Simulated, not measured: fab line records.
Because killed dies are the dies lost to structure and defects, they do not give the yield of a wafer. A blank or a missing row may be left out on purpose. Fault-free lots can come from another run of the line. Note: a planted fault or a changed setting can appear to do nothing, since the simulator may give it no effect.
Which of the tools did it? :: flow rit cmos :: 14 lots, 42 wafers sampled, at 2 steps of a route of 202

WHAT THE GAUGES SHOWED, per wafer
RIT_REOX_THK_MEAS_04. Usual: REOX_OXIDE_THK gives 25.2 nm (standard deviation 0.49).
lot: L302
measured: day 3 08:14
on: film metro-02
REOX_OXIDE_THK (nm): 24.9 24.3 25.1
flag: 

lot: L303
measured: day 3 09:26
on: film metro-01
REOX_OXIDE_THK (nm): 25.6 25.2 25.6
flag: 

lot: L304
measured: day 3 17:32
on: film metro-02
REOX_OXIDE_THK (nm): 25.0 25.1 24.7
flag: 

lot: L305
measured: day 3 19:02
on: film metro-03
REOX_OXIDE_THK (nm): 24.7 24.7 24.7
flag: 

lot: L307
measured: day 4 05:52
on: film metro-02
REOX_OXIDE_THK (nm): 40.4 40.0 39.7
flag: OFF

lot: L308
measured: day 4 09:04
on: film metro-03
REOX_OXIDE_THK (nm): 25.0 25.0 24.6
flag: 

lot: L309
measured: day 4 19:10
on: film metro-01
REOX_OXIDE_THK (nm): 39.1 39.9 40.9
flag: OFF

lot: L312
measured: day 5 06:37
on: film metro-02
REOX_OXIDE_THK (nm): 24.8 24.8 24.5
flag: 

lot: L316
measured: day 6 01:34
on: film metro-02
REOX_OXIDE_THK (nm): 26.1 26.2 25.5
flag: 

lot: L317
measured: day 6 06:30
on: film metro-02
REOX_OXIDE_THK (nm): 25.6 25.9 25.6
flag: 

lot: L318
measured: day 6 11:01
on: film metro-01
REOX_OXIDE_THK (nm): 25.4 25.1 25.3
flag: 

lot: L319
measured: day 6 15:29
on: film metro-03
REOX_OXIDE_THK (nm): 25.2 25.5 25.2
flag: 

lot: L320
measured: day 6 20:23
on: film metro-01
REOX_OXIDE_THK (nm): 25.7 25.5 25.6
flag: 

lot: L321
measured: day 7 01:59
on: film metro-02
REOX_OXIDE_THK (nm): 25.1 25.2 25.4
flag: 

WHICH TOOL RAN EACH LOT (tool, then ch and the chambers of the sampled wafers, then the start)
lot: L302
RIT_REOX_OXIDATION_03: furnace-02 ch 0, day 3 05:41

lot: L303
RIT_REOX_OXIDATION_03: furnace-01 ch 0, day 3 06:53

lot: L304
RIT_REOX_OXIDATION_03: furnace-02 ch 0, day 3 14:58

lot: L305
RIT_REOX_OXIDATION_03: furnace-04 ch 0, day 3 16:28

lot: L307
RIT_REOX_OXIDATION_03: furnace-04 ch 0, day 4 00:35

lot: L308
RIT_REOX_OXIDATION_03: furnace-02 ch 0, day 4 06:31

lot: L309
RIT_REOX_OXIDATION_03: furnace-02 ch 0, day 4 13:25 and furnace-01 ch 0, day 4 16:32

lot: L312
RIT_REOX_OXIDATION_03: furnace-02 ch 0, day 5 04:04

lot: L316
RIT_REOX_OXIDATION_03: furnace-04 ch 0, day 5 23:00

lot: L317
RIT_REOX_OXIDATION_03: furnace-01 ch 0, day 6 03:57

lot: L318
RIT_REOX_OXIDATION_03: furnace-04 ch 0, day 6 08:27

lot: L319
RIT_REOX_OXIDATION_03: furnace-01 ch 0, day 6 12:56

lot: L320
RIT_REOX_OXIDATION_03: furnace-01 ch 0, day 6 17:50

lot: L321
RIT_REOX_OXIDATION_03: furnace-02 ch 0, day 6 23:26
- RIT_REOX_OXIDATION_03: target thk 25.2 nm, ox time 5580 s.

AS READ BY THE TOOLS THEMSELVES (means over the sampled wafers that have a number; for cases with no such wafer, the mark the record gives instead)
RIT_REOX_OXIDATION_03. Usual: tube center temp C at 899.99 C, with a standard deviation of 0.084.
lot: L302
tool: furnace-02
tube center temp C (C): 899.94
flag: 

lot: L303
tool: furnace-01
tube center temp C (C): 899.99
flag: 

lot: L304
tool: furnace-02
tube center temp C (C): 899.99
flag: 

lot: L305
tool: furnace-04
tube center temp C (C): 899.95
flag: 

lot: L307
tool: furnace-04
tube center temp C (C): 900.00
flag: 

lot: L308
tool: furnace-02
tube center temp C (C): 900.00
flag: 

lot: L309
tool: furnace-02/furnace-01
tube center temp C (C): 899.97
flag: 

lot: L312
tool: furnace-02
tube center temp C (C): 900.06
flag: 

lot: L316
tool: furnace-04
tube center temp C (C): 899.94
flag: 

lot: L317
tool: furnace-01
tube center temp C (C): 899.98
flag: 

lot: L318
tool: furnace-04
tube center temp C (C): 899.94
flag: 

lot: L319
tool: furnace-01
tube center temp C (C): 899.99
flag: 

lot: L320
tool: furnace-01
tube center temp C (C): 899.99
flag: 

lot: L321
tool: furnace-02
tube center temp C (C): 900.03
flag: 

THE ANSWER, worked out from the rows above alone
Rule: take the mean of a lot's wafers that have a number; if it is more than 3 standard deviations from the usual mean, the lot is off. Also off: a lot with no number at a reading for which 4 or more lots have one. Any other lot the step has rows for is counted as sound. First the gauges in route order, then the tools' own readings, where a lot's mean is used as printed above. At the first step where some lot is off, the reading lying furthest off is the one used; lots without a number count as furthest.
Off: L307, L309, at RIT_REOX_THK_MEAS_04 (REOX_OXIDE_THK).
If a tool, at a process step before that reading, ran all the lots that are off and no sound lot after the first of them, it fits. Gauges at RIT_REOX_THK_MEAS_04: tried the same way as those tools. None of those tried fits.

WHAT THE SIMULATOR HAD INSERTED
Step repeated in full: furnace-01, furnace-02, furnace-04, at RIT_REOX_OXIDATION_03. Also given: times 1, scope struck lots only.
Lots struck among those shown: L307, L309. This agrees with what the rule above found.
